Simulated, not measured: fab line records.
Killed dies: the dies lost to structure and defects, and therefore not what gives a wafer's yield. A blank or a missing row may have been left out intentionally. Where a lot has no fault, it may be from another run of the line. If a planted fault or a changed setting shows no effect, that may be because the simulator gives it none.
Tool commonality check | flow rit-cmos | Sample size 14 lots and 42 wafers

== WHY THIS WAS OPENED ==
At RIT_ACTIVE_THK_MEAS_04 the reading ACTIVE_NITRIDE_THK is flagged on 2 of 14 lots. No-fault wafers: 150.0 nm, standard deviation 1.5.
Rule: flag the lot when none of its wafers has a number, or when each of its wafers that has one lies beyond 4 standard deviations from that mean. All remaining lots are regarded as sound.

lot  | measured    | on            | ACTIVE_NITRIDE_THK (nm), wafer by wafer | flag
L864 | day 1 19:05 | film-metro-01 | 149.8 149.1 149.5                       |
L865 | day 2 01:11 | film-metro-03 | 150.6 152.2 151.7                       |
L866 | day 2 04:39 | film-metro-01 | 149.4 149.6 151.0                       |
L867 | day 2 10:47 | film-metro-04 | 148.4 148.8 148.9                       |
L868 | day 2 14:36 | film-metro-01 | 147.9 146.6 147.8                       |
L869 | day 2 19:55 | film-metro-04 | 151.3 152.3 150.9                       |
L870 | day 3 00:40 | film-metro-04 | 112.9 113.2 113.3                       | FLAGGED
L871 | day 3 06:52 | film-metro-01 | 151.7 150.0 149.7                       |
L872 | day 3 16:01 | film-metro-04 | 114.2 114.3 114.3                       | FLAGGED
L876 | day 4 08:09 | film-metro-04 | 148.7 150.1 150.8                       |
L880 | day 5 02:32 | film-metro-03 | 149.2 149.2 149.0                       |
L883 | day 5 19:52 | film-metro-01 | 148.9 149.2 149.0                       |
L884 | day 6 00:12 | film-metro-03 | 152.6 152.8 153.4                       |
L885 | day 6 04:34 | film-metro-01 | 151.5 151.3 149.7                       |
On average the flagged lots' numbers are 113.7 nm, which is -36.3 nm against the usual, or -24 standard deviations.

== WHICH TOOL EACH LOT WENT THROUGH ==
The record holds 1 process step before the reading, out of a route of 202 steps. Cell contents, in order: the tool; ch with the chambers the sampled wafers went through; the start.
lot  | flag    | RIT_ACTIVE_CVD_03
L864 |         | lpcvd-02 ch 1, day 1 17:40
L865 |         | lpcvd-02 ch 0, day 1 23:45
L866 |         | lpcvd-02 ch 1, day 2 03:14
L867 |         | lpcvd-02 ch 0, day 2 09:22
L868 |         | lpcvd-01 ch 1, day 2 13:11
L869 |         | lpcvd-02 ch 1, day 2 18:29
L870 | FLAGGED | lpcvd-02 ch 0, day 2 23:15
L871 |         | lpcvd-01 ch 1, day 3 05:27
L872 | FLAGGED | lpcvd-02 ch 0, day 3 13:53
L876 |         | lpcvd-01 ch 0, day 4 06:44
L880 |         | lpcvd-01 ch 0, day 5 01:07
L883 |         | lpcvd-01 ch 0, day 5 17:42
L884 |         | lpcvd-02 ch 0, day 5 22:47
L885 |         | lpcvd-02 ch 1, day 6 03:09
What is done by these steps:
- RIT_ACTIVE_CVD_03: deposits Si3N4 from SiH2Cl2/NH3, target thk 150 nm, time 1500 s.
- RIT_ACTIVE_THK_MEAS_04

== FLAGGED AGAINST TOTAL, ONE TOOL AT A TIME (gauges that did the reading follow at the end) ==
step                   | tool          | lots run | flagged | share of the flagged lots | sound lots run after its first flagged lot
RIT_ACTIVE_CVD_03      | lpcvd-01      | 5        | 0       | none                      | -
RIT_ACTIVE_CVD_03      | lpcvd-02      | 9        | 2       | all                       | 2 (L884,L885)
RIT_ACTIVE_THK_MEAS_04 | film-metro-01 | 6        | 0       | none                      | -
RIT_ACTIVE_THK_MEAS_04 | film-metro-03 | 3        | 0       | none                      | -
RIT_ACTIVE_THK_MEAS_04 | film-metro-04 | 5        | 2       | all                       | 1 (L876)

== WHAT THE TABLE ALLOWS ==
Every flagged lot went through 2 rows of the table: lpcvd-02 at RIT_ACTIVE_CVD_03 and film-metro-04 at RIT_ACTIVE_THK_MEAS_04.
- lpcvd-02 at RIT_ACTIVE_CVD_03: 2 of its 9 lots flagged. Sound lots followed the first flagged one (L884, L885) on it, something a lasting fault affecting the whole tool could not allow.
- film-metro-04 at RIT_ACTIVE_THK_MEAS_04: 2 of its 5 lots flagged. Sound lots followed the first flagged one (L876) on it, something a lasting fault affecting the whole tool could not allow.
Every row of the table either missed a flagged lot or ran a sound lot after the first.

== WHAT THE SIMULATOR HAD PUT IN ==
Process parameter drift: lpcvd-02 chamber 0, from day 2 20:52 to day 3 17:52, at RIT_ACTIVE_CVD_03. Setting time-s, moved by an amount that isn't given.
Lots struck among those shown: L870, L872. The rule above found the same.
